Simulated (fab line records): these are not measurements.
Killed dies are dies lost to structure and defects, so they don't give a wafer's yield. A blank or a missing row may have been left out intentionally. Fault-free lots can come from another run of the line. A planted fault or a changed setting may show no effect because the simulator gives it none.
8D (eight disciplines) problem report, filled in by code | flow berkeleyCmos170 | the parts of the form that need people (team, actions taken, sign-off) are left out

== 1. WHAT WENT WRONG ==
SPACER_TEOS_THK at UCB170_SPACER_THK_MEAS_01 reads a mean of 420 nm on 1 wafer of 1 lot; wafers without a fault read 376 nm with a standard deviation of 4.4. Relative to the usual mean, that is a shift of +10 standard deviations.
Earliest sighting: wafer L303.4 on filmMetro-02 at day 9 18:46. At this step, 39 wafers from 13 lots have a number in the record. Rule for "out" (also "out of limits"): further than 4 standard deviations from the usual mean. All remaining wafers that have a number are taken as sound.

== 2. WHAT IT IS, AND WHAT IT ISN'T ==
question                    | is               | is not
which readings at this step | SPACER_TEOS_THK  | -
which lots                  | L303             | L290, L291, L292, L293, L294, L295, L296, L297, L298, L307, L310, L312
which wafers of those lots  | L303.4           | L303.2, L303.3
read on which gauges        | filmMetro-02     | filmMetro-03, filmMetro-04
when                        | from day 9 18:46 | up to then (29 sound wafers); but 9 sound wafers of L307, L310, L312 came after

== 3. THE SUSPECTS, EACH WITH WHAT RULES IT OUT ==
Counting: a tool at a process step up to the reading stays a suspect if it ran every lot that is out. Sound lots after the first of them don't rule it out here, since some wafers of a struck lot are sound.
- ruled out: the gauge at UCB170_SPACER_THK_MEAS_01. All the wafers that are out were read on filmMetro-02, but those of them that UCB170_SPACER_CVD_00 has rows for are out there too, on other tools.
- pecvd-04 at UCB170_SPACER_CVD_00 (deposits SiO2 from TEOS/O2, target thk 376 nm, time 47 s): kept. L303, the lot that is out, went through it at day 9 18:43; up to then, the latest sound lot through it was L294 at day 6 22:27. Its own rfFwdPowerW readings are out on those wafers.
- Within pecvd-04 at UCB170_SPACER_CVD_00: the wafers that are out ran in chamber 0; their sound lot-mates ran in chambers 1, 2.
Remaining after the count: pecvd-04 at UCB170_SPACER_CVD_00.

== 4. THE CAUSE (what the simulator had put in) ==
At UCB170_SPACER_CVD_00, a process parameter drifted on pecvd-04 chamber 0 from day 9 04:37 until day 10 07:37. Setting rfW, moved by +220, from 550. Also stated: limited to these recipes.
This tool alone remained once counting was done.

== 5. THE CHAIN OF EFFECTS, in route order ==
Each row: a reading whose mean over the struck wafers that have a number lies more than 3 standard deviations from the usual. Scope: only readings with a usual standard deviation given in the record; hours: median across lots of the time from each lot's start at the first step in this table that gives one to its start at this step; sigmas: change in usual standard deviations.
hours | step                      | reading         | usual      | on struck wafers | change | sigmas
0     | UCB170_SPACER_CVD_00      | rfFwdPowerW     | 545.1 W    | 765.8            | +220.7 | +99 or more
0     | UCB170_SPACER_THK_MEAS_01 | SPACER_TEOS_THK | 376 nm     | 420              | +44    | +10
6     | UCB170_SPACER_ETCHBACK_03 | oesProductAu    | 0.900 a.u. | 0.986            | +0.086 | +5.4
Here are the process steps it includes:
- UCB170_SPACER_CVD_00: deposits SiO2 from TEOS/O2, target thk 376 nm, time 47 s.
- UCB170_SPACER_ETCHBACK_03: etches SiO2 in CHF3/CF4/Ar, stops on Si, target depth 376 nm, time 100 s.
At these later measuring or inspecting steps, every struck wafer for which the step has a row has a number for every such reading, and none has moved that far: UCB170_PSD_CD_MEAS_06, UCB170_NSD_OVL_MEAS_07.

== 6. HOW IT WOULD HAVE BEEN CAUGHT EARLIER ==
14 hours passed between the start of the fault at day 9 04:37 and the first reading out of limits at a measuring or inspecting step in this record, taken at day 9 18:46.
The tool's own readings at UCB170_SPACER_CVD_00 were out on every struck wafer that the step has a row for (rfFwdPowerW): an alarm limit on them would have fired on the first of those.
All the lots that are out (1) had begun UCB170_SPACER_CVD_00 on pecvd-04 by day 9 18:46. None of them would have been spared by holding the tool at that moment.
